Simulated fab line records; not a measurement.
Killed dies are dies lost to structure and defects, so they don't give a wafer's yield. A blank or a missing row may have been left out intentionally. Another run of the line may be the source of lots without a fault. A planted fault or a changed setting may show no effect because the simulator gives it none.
Which tool did it?    flow rit_cmos    42 wafers from 14 lots sampled at 5 of the route's 202 steps

WHAT THE GAUGES READ, wafer by wafer
RIT_PRETRO_TW_MEAS_10.
lot   measured     on             PRETRO_TW
L874  day 2 07:34  film_metro-01  476.5 477.3 477.8
L875  day 2 13:37  film_metro-04  480.7 482.9 483.0
L877  day 3 01:03  film_metro-04  480.4 480.2 480.9
L878  day 3 07:27  film_metro-01  474.4 472.6 473.4
L879  day 3 11:13  film_metro-01  474.5 475.4 474.9
L880  day 3 14:22  film_metro-01  476.2 475.2 475.0
L882  day 4 00:07  film_metro-01  479.4 478.9 479.3
L883  day 4 05:05  film_metro-02  478.0 474.8 477.6
L885  day 4 15:46  film_metro-02  475.9 478.2 475.2
L887  day 5 00:28  film_metro-04  475.3 477.2 478.4
L891  day 5 20:10  film_metro-01  480.5 479.1 478.9
L894  day 6 11:31  film_metro-01  477.1 475.7 476.8
L895  day 6 16:50  film_metro-02  476.2 477.2 475.4
L897  day 7 04:44  film_metro-01  479.9 478.2 475.2

RIT_NSD_TW_MEAS_10.
lot   measured     on             NSD_TW
L874  day 3 03:35  film_metro-02  3121 3123 3142
L875  day 3 09:35  film_metro-01  3124 3129 3122
L877  day 3 19:10  film_metro-02  3131 3139 3130
L878  day 3 23:11  film_metro-02  3151 3118 3124
L879  day 4 02:42  film_metro-02  3147 3150 3137
L880  day 4 06:01  film_metro-01  3156 3158 3174
L882  day 4 16:28  film_metro-02  3133 3143 3138
L883  day 4 23:03  film_metro-01  3152 3148 3135
L885  day 5 07:51  film_metro-01  3151 3158 3152
L887  day 5 17:04  film_metro-03  3124 3116 3126
L891  day 6 12:31  film_metro-03  3113 3089 3097
L894  day 7 03:38  film_metro-01  3157 3141 3155
L895  day 7 10:38  film_metro-02  3131 3123 3127
L897  day 7 23:36  film_metro-02  3122 3125 3106

RIT_M1_CD_MEAS_09 targets a cd of 2600 nm.
lot   measured     on         cd_nm (nm)
L874  day 3 10:29  cd_sem-02  2598.5 2595.6 2596.8
L875  day 3 16:20  cd_sem-01  2600.5 2601.3 2598.7
L877  day 4 01:52  cd_sem-02  2598.5 2598.4 2599.3
L878  day 4 05:56  cd_sem-01  2600.6 2601.0 2599.9
L879  day 4 09:41  cd_sem-02  2595.8 2598.6 2596.4
L880  day 4 12:41  cd_sem-02  2603.7 2603.1 2603.5
L882  day 4 23:09  cd_sem-01  2600.3 2600.0 2599.9
L883  day 5 05:35  cd_sem-02  2599.5 2600.2 2599.0
L885  day 5 14:38  cd_sem-02  2598.9 2597.5 2597.6
L887  day 5 23:52  cd_sem-02  2600.1 2600.1 2598.2
L891  day 6 19:08  cd_sem-02  2601.1 2600.3 2598.5
L894  day 7 10:22  cd_sem-02  2613.3 2611.7 2612.8
L895  day 7 17:34  cd_sem-02  2611.4 2613.4 2613.4
L897  day 8 06:22  cd_sem-01  2600.2 2601.9 2601.4

WHICH TOOL RAN EACH LOT (tool, then ch and the chambers of the sampled wafers, then the start)
lot   RIT_SILICIDE_RTA_06              RIT_M1_COAT_04
L874  rtp_anneal-02 ch 0, day 3 06:35  litho_track-01 ch 0, day 3 09:38
L875  rtp_anneal-02 ch 0, day 3 12:25  litho_track-04 ch 0, day 3 15:23
L877  rtp_anneal-02 ch 0, day 3 22:03  litho_track-02 ch 0, day 4 01:01
L878  rtp_anneal-02 ch 0, day 4 02:02  litho_track-04 ch 0, day 4 05:05
L879  rtp_anneal-02 ch 0, day 4 05:41  litho_track-04 ch 0, day 4 08:50
L880  rtp_anneal-02 ch 0, day 4 08:51  litho_track-04 ch 0, day 4 11:57
L882  rtp_anneal-02 ch 0, day 4 19:20  litho_track-02 ch 0, day 4 22:19
L883  rtp_anneal-01 ch 0, day 5 01:55  litho_track-01 ch 0, day 5 04:53
L885  rtp_anneal-01 ch 0, day 5 10:49  litho_track-01 ch 0, day 5 13:54
L887  rtp_anneal-01 ch 0, day 5 20:03  litho_track-02 ch 0, day 5 23:09
L891  rtp_anneal-01 ch 0, day 6 15:23  litho_track-01 ch 0, day 6 18:19
L894  rtp_anneal-02 ch 0, day 7 06:34  litho_track-01 ch 0, day 7 09:38
L895  rtp_anneal-01 ch 0, day 7 13:39  litho_track-01 ch 0, day 7 16:43
L897  rtp_anneal-01 ch 0, day 8 02:35  litho_track-04 ch 0, day 8 05:38
- RIT_SILICIDE_RTA_06: time 10 s, ramp up 5 s, ramp down 10 s.
- RIT_M1_COAT_04: resist thk 1300 nm.

WHAT THE TOOLS THEMSELVES READ (means of the sampled wafers that have a number; where no wafer has one, the mark that the record gives instead)
RIT_SILICIDE_RTA_06.
lot   tool           wafer_temp_C_max
L874  rtp_anneal-02  752.7
L875  rtp_anneal-02  752.4
L877  rtp_anneal-02  752.4
L878  rtp_anneal-02  752.5
L879  rtp_anneal-02  752.3
L880  rtp_anneal-02  752.2
L882  rtp_anneal-02  751.4
L883  rtp_anneal-01  756.0
L885  rtp_anneal-01  755.2
L887  rtp_anneal-01  755.0
L891  rtp_anneal-01  755.0
L894  rtp_anneal-02  751.5
L895  rtp_anneal-01  754.9
L897  rtp_anneal-01  754.9

RIT_M1_COAT_04.
lot   tool            resist_line_temp_C (C)  spin_speed_rpm (rpm)
L874  litho_track-01  22.86                   2001.3
L875  litho_track-04  22.95                   1999.9
L877  litho_track-02  23.02                   1999.7
L878  litho_track-04  22.88                   2000.3
L879  litho_track-04  23.02                   1998.6
L880  litho_track-04  23.06                   1999.0
L882  litho_track-02  22.88                   2001.3
L883  litho_track-01  22.98                   1999.9
L885  litho_track-01  22.93                   2000.0
L887  litho_track-02  22.89                   1999.6
L891  litho_track-01  23.02                   2001.2
L894  litho_track-01  23.10                   1614.2
L895  litho_track-01  22.88                   1615.4
L897  litho_track-04  23.09                   2000.3

THE ANSWER, worked out from the rows above alone
Rule: usual is defined by the lots themselves. Put in order of their means at a reading, lots are off if they are a third of the lots or fewer, leave a main group of 4 or more, and stand apart from it by a gap of 3 or more times the standard deviation of the main group's means; of several such gaps the widest counts. If all means in a main group match to the digits the tables above print for the reading, that group is not used. Also off: a lot with no number at a reading for which 4 or more lots have one. The other lots that the step has rows for count as sound. Order of review: gauges by route order, followed by the tools' own readings, for which a lot's mean as printed above is used. The first step at which some lot is off is used, and at that step the reading that is off furthest; a lot without a number counts as furthest.
Off: L894, L895, at RIT_M1_CD_MEAS_09 (cd_nm). The main group has a mean of 2599.6 nm with a standard deviation of 1.7.
If a tool, at a process step before that reading, ran all the lots that are off and no sound lot after the first of them, it fits. Not tried: the gauges at RIT_M1_CD_MEAS_09; whatever is off there is also off at RIT_M1_COAT_04, on other tools, and gauge error can't account for it. One candidate fits, namely litho_track-01 at RIT_M1_COAT_04. Its last sound lot is L891 (day 6 18:19), its first lot that is off L894 (day 7 09:38): a fault that began between those two fits.
The tool's own readings at RIT_M1_COAT_04 bear it out: on the lots that are off they differ by more than 5 times the standard deviation of the sound lots' means. spin_speed_rpm reads 1614.8 rpm there against 2000.1 rpm on the sound lots.

WHAT THE SIMULATOR HAD PUT IN
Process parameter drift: litho_track-01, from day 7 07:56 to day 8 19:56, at RIT_M1_COAT_04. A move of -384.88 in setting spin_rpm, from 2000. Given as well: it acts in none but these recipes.
Struck lots among those shown: L894, L895. The rule above found the same.
